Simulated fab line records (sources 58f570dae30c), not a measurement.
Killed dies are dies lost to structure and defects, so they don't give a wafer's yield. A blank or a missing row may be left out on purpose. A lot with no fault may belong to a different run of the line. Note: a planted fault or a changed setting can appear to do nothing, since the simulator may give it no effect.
Split-lot study + flow berkeley_cmos170 + route with 331 steps; 5 lots, 23 wafers read

ON THE SPLIT
At UCB170_ACTIVE_CVD_05 (deposits Si3N4 from SiH2Cl2/NH3, target thk 220 nm, time 3300 s), the setting nh3_flow_sccm was moved away from the recipe's 75 sccm on 15 of the 23 wafers read, by -13.4% to +8.3%. The other wafers ran this setting at the recipe's value.

FROM THE SPLIT TO THE READING: what the file shows between them, 5 steps
- UCB170_ACTIVE_ETCH_15: etches Si3N4 in CH3F/Ar/O2, stops on SiO2, target depth 242 nm, time 151 s (also split here: time_s)
- UCB170_ACTIVE_STRIP_16: strips in O2
- UCB170_PFIELD_IMPLANT_07 (also split here: dose_cm2)
- UCB170_PFIELD_STRIP_08: strips in O2
- UCB170_PFIELD_TW_MEAS_09

THE READING
Si3N4_of_ACTIVE_CVD_05.thk_nm (the simulator's own value, which no gauge read), in nm, at UCB170_FIELD_CLEAN_00 (cleans in dHF, time 7.5 s). The file gives no usual value for it. Across the 8 wafers here that went through the recipe, the average is 222.5 nm and the standard deviation 1.1 nm.

| wafer  | tool, chamber at the split | nh3_flow_sccm as run, sccm | against the recipe | Si3N4_of_ACTIVE_CVD_05.thk_nm, nm | against lot-mates on the recipe |
|--------|----------------------------|----------------------------|--------------------|-----------------------------------|---------------------------------|
| L074.1 | lpcvd-02, 1                | 75                         | recipe             | 224                               | -                               |
| L074.2 | lpcvd-02, 1                | 75                         | recipe             | 222.7                             | -                               |
| L074.3 | lpcvd-02, 1                | 75                         | recipe             | 221.1                             | -                               |
| L076.1 | -, -                       | 64.93                      | -13.4%             | 196.9                             | no lot-mate on the recipe       |
| L076.2 | -, -                       | 64.93                      | -13.4%             | 199.6                             | no lot-mate on the recipe       |
| L076.3 | -, -                       | 64.93                      | -13.4%             | 197.9                             | no lot-mate on the recipe       |
| L076.4 | -, -                       | 64.93                      | -13.4%             | 198.7                             | no lot-mate on the recipe       |
| L076.6 | -, -                       | 64.93                      | -13.4%             | 196.4                             | no lot-mate on the recipe       |
| L077.1 | -, -                       | 69.61                      | -7.2%              | 209.2                             | no lot-mate on the recipe       |
| L077.3 | -, -                       | 69.61                      | -7.2%              | 208.7                             | no lot-mate on the recipe       |
| L077.4 | -, -                       | 69.61                      | -7.2%              | 207.3                             | no lot-mate on the recipe       |
| L077.5 | -, -                       | 69.61                      | -7.2%              | 207.8                             | no lot-mate on the recipe       |
| L077.6 | -, -                       | 69.61                      | -7.2%              | 207.7                             | no lot-mate on the recipe       |
| L081.2 | -, -                       | 81.21                      | +8.3%              | 236.3                             | no lot-mate on the recipe       |
| L081.3 | -, -                       | 81.21                      | +8.3%              | 235.6                             | no lot-mate on the recipe       |
| L081.4 | -, -                       | 81.21                      | +8.3%              | 236.2                             | no lot-mate on the recipe       |
| L081.5 | -, -                       | 81.21                      | +8.3%              | 236.3                             | no lot-mate on the recipe       |
| L081.6 | -, -                       | 81.21                      | +8.3%              | 234.8                             | no lot-mate on the recipe       |
| L082.2 | -, -                       | 75                         | recipe             | 222.7                             | -                               |
| L082.3 | -, -                       | 75                         | recipe             | 222.8                             | -                               |
| L082.4 | -, -                       | 75                         | recipe             | 223.3                             | -                               |
| L082.5 | -, -                       | 75                         | recipe             | 222.7                             | -                               |
| L082.6 | -, -                       | 75                         | recipe             | 220.4                             | -                               |

THE FIT
A straight line over all 23 wafers: Si3N4_of_ACTIVE_CVD_05.thk_nm changes by +1.78 nm for each +1% of nh3_flow_sccm; r = +1.00; the points scatter about the line by 1.2 nm.
Too few moved wafers have a lot-mate on the recipe to fit a line with each lot's own level taken away.

THE FILE'S OWN FIT
Si3N4_of_ACTIVE_CVD_05.thk_nm changes by +1.78 nm for each +1% of nh3_flow_sccm, r = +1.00.
